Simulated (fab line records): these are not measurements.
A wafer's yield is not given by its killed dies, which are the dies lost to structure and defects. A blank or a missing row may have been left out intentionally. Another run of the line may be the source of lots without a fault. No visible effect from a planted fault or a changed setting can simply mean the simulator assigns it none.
Lot-split experiment    flow rit cmos    route with 202 steps; 5 lots, 23 wafers read

ON THE SPLIT
At RIT_NWELL_IMPLANT_08, the setting energy kev was moved away from the recipe's 170 on 10 of the 23 wafers read, by -5.2% to +5.5%. This setting was run at the recipe's value on the other wafers.

Reading taken at the split's own step.

THE READING
implant.drp nm (the simulator's own value, which no gauge read), in nm, at RIT_NWELL_IMPLANT_08. No usual value for it is given in the file.

wafer   tool, chamber at the split  energy kev as run  against the recipe  implant.drp nm, nm  against lot-mates on the recipe
L074.1  implanter-04, 0             161.2              -5.2%               66.19               -2.63
L074.3  implanter-04, 0             161.2              -5.2%               66.19               -2.63
L074.6  implanter-04, 0             161.2              -5.2%               66.19               -2.63
L074.2  implanter-04, 0             170                recipe              68.82               -
L074.5  implanter-04, 0             170                recipe              68.82               -
L076.1  implanter-02, 0             179.3              +5.5%               71.63               +2.81
L076.3  implanter-02, 0             179.3              +5.5%               71.63               +2.81
L076.2  implanter-02, 0             170                recipe              68.82               -
L076.5  implanter-02, 0             170                recipe              68.82               -
L076.6  implanter-02, 0             170                recipe              68.82               -
L077.2  implanter-02, 0             170                recipe              68.82               -
L077.4  implanter-02, 0             170                recipe              68.82               -
L077.5  implanter-02, 0             170                recipe              68.82               -
L079.2  implanter-04, 0             170                recipe              68.82               -
L079.3  implanter-04, 0             170                recipe              68.82               -
L079.5  implanter-04, 0             170                recipe              68.82               -
L079.4  implanter-04, 0             161.9              -4.8%               66.4                -2.42
L079.6  implanter-04, 0             161.9              -4.8%               66.4                -2.42
L083.1  implanter-01, 0             161.7              -4.9%               66.34               -2.48
L083.4  implanter-01, 0             161.7              -4.9%               66.34               -2.48
L083.6  implanter-01, 0             161.7              -4.9%               66.34               -2.48
L083.2  implanter-01, 0             170                recipe              68.82               -
L083.3  implanter-01, 0             170                recipe              68.82               -

FIT RESULTS
A straight line over all 23 wafers: implant.drp nm changes by +0.51 nm for each +1% of energy kev; r = +1.00; the points scatter about the line by 0.0068 nm.
The same after taking each lot's own level away (the mean of its wafers on the recipe; 23 wafers): +0.51 nm for each +1%; r = +1.00; scatter 0.0068 nm.
That fit puts the effect of the largest move of energy kev on the reading at 2.8 nm.
The lots' own levels span 68.820 to 68.820 nm.
Consequently the slope shifts little with the lot-to-lot level, the two slopes agreeing.
Check: with one of the wafers moved furthest among these (+5.5%) left out of the fit, the line predicts +2.79 nm for it against its lot-mates. It came out at +2.81 nm against them.

THE OTHER SPLITS THESE WAFERS WENT THROUGH
Other splits were also applied to these wafers ahead of the reading. Each is held against what the fit with the lots' levels taken away leaves over:
other split on the same wafers      wafers away from the commonest value  r with implant.drp nm (lot level and that fit taken away)
RIT_ACTIVE_OXIDATION_01 ox time s   15                                    -0.19
RIT_ACTIVE_EXPOSE_08 dose mj        11                                    +0.20
RIT_ACTIVE_STRIP_14 pressure mtorr  18                                    -0.17
RIT_FOX1_OXIDATION_00 temp c        15                                    +0.15
RIT_NWELL_COAT_01 spin rpm          5                                     -0.14

THE WHOLE CHAIN: every reading that the file lists as answering this split, in the file's order
step                  what it does  reading                                                          change (the file's fit)               r (the file's)
RIT_NWELL_IMPLANT_08                implant.rp nm (the simulator's own value, which no gauge read)   +2.16 nm for each +1% of the setting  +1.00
RIT_NWELL_IMPLANT_08                implant.drp nm (the simulator's own value, which no gauge read)  +0.51 nm for each +1% of the setting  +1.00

THE FILE'S OWN FIT
implant.drp nm changes by +0.51 nm for each +1% of energy kev, r = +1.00.
